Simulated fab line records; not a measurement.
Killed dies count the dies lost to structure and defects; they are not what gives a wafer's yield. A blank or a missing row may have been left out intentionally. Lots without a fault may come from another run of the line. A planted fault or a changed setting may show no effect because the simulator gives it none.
Problem report, 8D (eight disciplines) form, completed by code / flow rit_cmos / the parts of the form that need people (team, actions taken, sign-off) are left out

1. PROBLEM STATEMENT
Mean of oes_product_au at RIT_ACTIVE_ETCH_13: 0.738 a.u. across 2 wafers in 2 lots; on wafers with no fault it is 0.827 a.u. (standard deviation 0.0094). That puts it -9.5 standard deviations away from the usual mean.
The step: etches Si3N4 in SF6, stops on SiO2, time 210 s, target depth 210 nm.
Earliest sighting: wafer L602.1 on rie_diel-04 at day 4 08:11. At this step, 18 wafers from 6 lots have a number in the record. Rule for "out", or "out of limits": more than 4 standard deviations from the usual mean. Any other wafer with a number is counted as sound.

2. WHAT IT IS AND WHAT IT IS NOT
question=which readings at this step | is=oes_product_au | is not=drypump_motor_current_A, throttle_valve_pct
question=which lots | is=L602, L605 | is not=L589, L596, L609, L611
question=which wafers of those lots | is=L602.1, L605.4 | is not=L602.2, L602.3, L605.1, L605.6
question=read on which tools | is=rie_diel-04 | is not=rie_diel-01, rie_diel-03
question=when | is=from day 4 08:11 | is not=up to then (8 sound wafers); but 8 sound wafers of L605, L609, L611 came after

3. SUSPECTS, AND WHAT RULES EACH OUT
Counting: any tool at a process step up to the reading remains a suspect provided it ran every lot that is out. Sound lots after the first of them don't rule it out here, since some wafers of a struck lot are sound.
- rie_diel-04 at RIT_ACTIVE_ETCH_13 (etches Si3N4 in SF6, stops on SiO2, time 210 s, target depth 210 nm): kept. Every lot that is out went through it, the first being L602 (day 4 08:11); the last sound lot it ran before that was L596 (day 3 04:38). Out on those wafers are its own readings of oes_product_au.
- rie_diel-04, RIT_ACTIVE_ETCH_13: wafers that are out in chamber 2, sound lot-mates in chambers 0, 1, 3.
Left after counting: rie_diel-04 at RIT_ACTIVE_ETCH_13.

4. THE CAUSE (what the simulator had put in)
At RIT_ACTIVE_ETCH_13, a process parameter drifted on rie_diel-04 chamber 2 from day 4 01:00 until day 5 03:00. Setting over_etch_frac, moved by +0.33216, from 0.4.
Counting left only this tool.

5. THE CHAIN OF EFFECTS, in route order
Each row: a reading whose mean over the struck wafers that have a number lies more than 3 standard deviations from the usual. Scope: only readings with a usual standard deviation given in the record; hours: median across lots of the time from each lot's start at the first step in this table that gives one to its start at this step; sigmas: change in usual standard deviations.
hours=0; step=RIT_ACTIVE_ETCH_13; reading=oes_product_au; usual=0.827 a.u.; on struck wafers=0.738; change=-0.089; sigmas=-9.5
It contains these process steps:
- RIT_ACTIVE_ETCH_13: etches Si3N4 in SF6, stops on SiO2, time 210 s, target depth 210 nm.
Later steps that measure or inspect, where all struck wafers having a row at the step show a number for every such reading and not one has moved that far: RIT_ACTIVE_CD_MEAS_90, RIT_FOX1_THK_MEAS_01, RIT_FOX2_THK_MEAS_01, RIT_FOX2_THK_MEAS_90.

6. WHAT WOULD HAVE CAUGHT IT SOONER
7 hours passed between the start of the fault at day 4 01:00 and the first reading out of limits in this record, taken at day 4 08:11.
